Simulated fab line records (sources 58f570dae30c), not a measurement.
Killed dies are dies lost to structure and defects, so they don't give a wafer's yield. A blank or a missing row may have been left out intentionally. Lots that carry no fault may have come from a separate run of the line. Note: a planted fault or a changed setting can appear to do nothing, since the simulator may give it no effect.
A struck lot beside a sound one ; flow berkeley_cmos170 ; 19 out of 331 route steps
Sound: these wafers, L417.1, L417.4, L417.6. Wafers L415.1, L415.2, L415.5 were the ones struck. The cause comes at the end.
Per side, at each step with rows, come the tool, then ch with its chambers, and then its first start. Under that, the readings that differ: sound wafers ; struck wafers ; difference of the means ; sigmas: that difference in standard deviations of wafers without a fault.
alike: a reading whose means differ by less than 2 such deviations, as well as words and numbers matching on both sides. not compared: withheld readings; readings where some wafer has no value; bounds like >300 that might hide an equal value; numbers whose values overlap and for which the record gives no deviation.
The two part at a step that has a row with sigmas, a row that says differs or no value, or rows on one side only. Numbers that have no deviation but don't overlap get no sigmas and don't part them. A reading missing from all wafers of one side parts the sides only when that side holds two or more wafers.

first, 2 steps without rows for these wafers: UCB170_NLDD_IMPLANT_08; UCB170_NLDD_IMPLANT_09.
UCB170_NLDD_STRIP_10: strips in O2.
  sound on plasma_asher-01 ch 0,1, day 9 16:44; struck on plasma_asher-02 ch 0,1, day 9 18:02
  alike: drypump_motor_current_A, oes_product_au, strip_time_to_endpoint_s
  not compared: rf_hours_counter_h
UCB170_NLDD_TW_MEAS_11:
  struck on film_metro-02, day 9 18:08; sound on film_metro-03, day 9 16:50
reading;sound;struck;difference;sigmas
NLDD_TW;2241 2237 2238;2196 2209 2204;-36;-3
then, 1 step without rows for these wafers: UCB170_NLDD_CLEAN_12 (cleans in SPM, time 600 s).
UCB170_SPACER_CVD_00: deposits SiO2 from TEOS/O2, target thk 376 nm, time 47 s.
  sound on pecvd-04 ch 0,1,2, day 9 17:05; struck on pecvd-04 ch 0,1, day 9 18:23
  alike: heater_power_w
UCB170_SPACER_THK_MEAS_01:
  struck on film_metro-03, day 9 18:26; sound on film_metro-02, day 9 17:08
  alike: SPACER_TEOS_THK
then, 1 step without rows for these wafers: UCB170_SPACER_ANNEAL_02 (time 1800 s).
UCB170_SPACER_ETCHBACK_03: etches SiO2 in CHF3/CF4/Ar, stops on Si, target depth 376 nm, time 100 s.
  sound on rie_diel-03 ch 2,3, day 9 21:53; struck on rie_diel-03 ch 0,1,3, day 9 21:58
  alike: drypump_motor_current_A, oes_product_au, throttle_valve_pct
  not compared: rf_hours_counter_h
then, 3 steps without rows for these wafers: UCB170_PSD_HMDS_00 (prime time 60 s); UCB170_PSD_COAT_01 (resist thk 900 nm); UCB170_PSD_SOFTBAKE_02 (time 60 s).
UCB170_PSD_EXPOSE_03: exposes mask PSELECT MOD, target cd 1200 nm.
  sound on krf_scanner-02 ch 0, day 9 22:47; struck on krf_scanner-01 ch 0, day 9 23:37
reading;sound;struck;difference;sigmas
model.PSD.overlay_x_nm (nm);3.339 3.339 3.339;179.6 179.6 179.6;+176.3;
  alike: mask, exposure_dose_mJ_cm2
then, 2 steps without rows for these wafers: UCB170_PSD_PEB_04; UCB170_PSD_DEVELOP_05 (develop time 45 s).
UCB170_PSD_CD_MEAS_06 targets a cd of 1200 nm.
  struck on cd_sem-02, day 10 00:49; sound on cd_sem-02, day 10 00:17
  alike: cd_nm
UCB170_PSD_OVL_MEAS_07:
  struck on overlay-01, day 10 00:56; sound on overlay-01, day 10 00:24
reading;sound;struck;difference;sigmas
PSD_OVL (nm);-3 -2 -2;181 173 173;+178;+36
following that, these wafers have no rows for 1 step: UCB170_PSD_IMPLANT_08.
UCB170_M3_PROBE_99:
  struck on prober-02, day 11 12:02; sound on prober-02, day 11 08:17
reading;sound;struck;difference;sigmas
model.etest.select_edge_diode_p.leak_log10_a (angstrom);-12.21 -11.99 -12.06;-11.25 -11.37 -11.44;+0.73;

## WHERE THEY PART
Last at UCB170_PSD_OVL_MEAS_07 as far as this record goes, first at UCB170_NLDD_TW_MEAS_11.

WHY: whatever the simulator had introduced
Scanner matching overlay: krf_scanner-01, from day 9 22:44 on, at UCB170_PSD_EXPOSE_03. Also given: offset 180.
